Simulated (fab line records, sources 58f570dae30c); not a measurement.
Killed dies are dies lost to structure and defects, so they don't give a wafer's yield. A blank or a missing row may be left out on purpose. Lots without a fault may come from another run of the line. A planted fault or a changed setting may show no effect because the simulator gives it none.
Tool commonality check | flow berkeley_cmos170 | 13 lots, 37 wafers sampled

WHY IT WAS OPENED
At UCB170_M3_RS_MEAS_02 the reading M3_AL_RS is flagged on 1 of 13 lots. Wafers without a fault read 0.0322 ohm/sq, standard deviation 0.00044.
Rule: a lot is flagged when every wafer of it that has a number lies more than 4 standard deviations from that mean, or none has a number. The other lots count as sound.

lot  | measured     | on            | M3_AL_RS (ohm/sq), wafer by wafer | flag
L612 | day 9 03:32  | film_metro-01 | 0.0322 0.0322 0.0320              |
L614 | day 9 05:31  | film_metro-01 | 0.0320 0.0314 0.0321              |
L615 | day 9 10:34  | film_metro-01 | 0.0310 0.0316 0.0318              |
L617 | day 9 10:41  | film_metro-04 | 0.0323 0.0322 0.0324              |
L619 | day 10 00:48 | film_metro-02 | 0.0322 0.0320 0.0327              |
L618 | day 10 00:59 | film_metro-02 | 0.0321 0.0318 0.0322              |
L620 | day 10 08:20 | film_metro-04 | 0.0327 0.0326 0.0333              |
L621 | day 10 09:35 | film_metro-02 | 0.0326 0.0330 0.0328              |
L622 | day 11 00:19 | film_metro-02 | 0.0312 0.0319 0.0321              |
L625 | day 11 04:25 | film_metro-04 | 0.0321 0.0319 0.0318              |
L626 | day 11 06:14 | film_metro-01 | 0.0322 0.0321 0.0324              |
L634 | day 13 01:08 | film_metro-04 | 0.0321 0.0322 0.0325              |
L632 | day 13 02:53 | film_metro-04 | 0.0234                            | FLAGGED
The numbers of the flagged lots are 0.0234 ohm/sq on average: -0.0088 ohm/sq against the usual, or -20 standard deviations.

WHICH TOOL RAN EACH LOT
The record holds 1 process step before the reading, out of a route of 331 steps. In each cell: the tool, then ch and the chambers that the sampled wafers went through, then the start.
lot  | flag    | UCB170_M3_SPUTTER_01
L612 |         | pvd_sputter-01, day 9 03:26
L614 |         | pvd_sputter-04, day 9 05:23
L615 |         | pvd_sputter-04, day 9 10:29
L617 |         | pvd_sputter-03, day 9 10:37
L619 |         | pvd_sputter-03, day 10 00:20
L618 |         | pvd_sputter-01, day 10 00:37
L620 |         | pvd_sputter-03, day 10 08:16
L621 |         | pvd_sputter-01, day 10 09:30
L622 |         | pvd_sputter-04, day 11 00:12
L625 |         | pvd_sputter-01, day 11 04:17
L626 |         | pvd_sputter-03, day 11 06:09
L634 |         | pvd_sputter-03, day 13 01:02
L632 | FLAGGED | pvd_sputter-01, day 13 02:46
What these steps do:
- UCB170_M3_SPUTTER_01: material Al, target thk 900 nm, time 120 s.
- UCB170_M3_RS_MEAS_02: measures by four-point-probe.

FLAGGED OVER TOTAL, TOOL BY TOOL (the gauges that took the reading come last)
step                 | tool           | lots run | flagged | share of the flagged lots | sound lots run after its first flagged lot
UCB170_M3_SPUTTER_01 | pvd_sputter-01 | 5        | 1       | all                       | 0
UCB170_M3_SPUTTER_01 | pvd_sputter-03 | 5        | 0       | none                      | -
UCB170_M3_SPUTTER_01 | pvd_sputter-04 | 3        | 0       | none                      | -
UCB170_M3_RS_MEAS_02 | film_metro-01  | 4        | 0       | none                      | -
UCB170_M3_RS_MEAS_02 | film_metro-02  | 4        | 0       | none                      | -
UCB170_M3_RS_MEAS_02 | film_metro-04  | 5        | 1       | all                       | 0

WHAT THE TABLE ALLOWS
2 rows of the table ran every flagged lot: pvd_sputter-01 at UCB170_M3_SPUTTER_01, film_metro-04 at UCB170_M3_RS_MEAS_02.
- pvd_sputter-01 at UCB170_M3_SPUTTER_01: 1 of its 5 lots flagged. Its last sound lot is L625 (day 11 04:17), its first flagged lot L632 (day 13 02:46): a fault that began between those two fits.
- film_metro-04 at UCB170_M3_RS_MEAS_02: 1 of its 5 lots flagged. Its last sound lot is L634 (day 13 01:08), its first flagged lot L632 (day 13 02:53): a fault that began between those two fits.
Counting lots can't tell these 2 tools apart, because each fits a fault that began at some hour. More lots, or a look at what each step does to the wafer, might.

WHAT THE SIMULATOR HAD PUT IN
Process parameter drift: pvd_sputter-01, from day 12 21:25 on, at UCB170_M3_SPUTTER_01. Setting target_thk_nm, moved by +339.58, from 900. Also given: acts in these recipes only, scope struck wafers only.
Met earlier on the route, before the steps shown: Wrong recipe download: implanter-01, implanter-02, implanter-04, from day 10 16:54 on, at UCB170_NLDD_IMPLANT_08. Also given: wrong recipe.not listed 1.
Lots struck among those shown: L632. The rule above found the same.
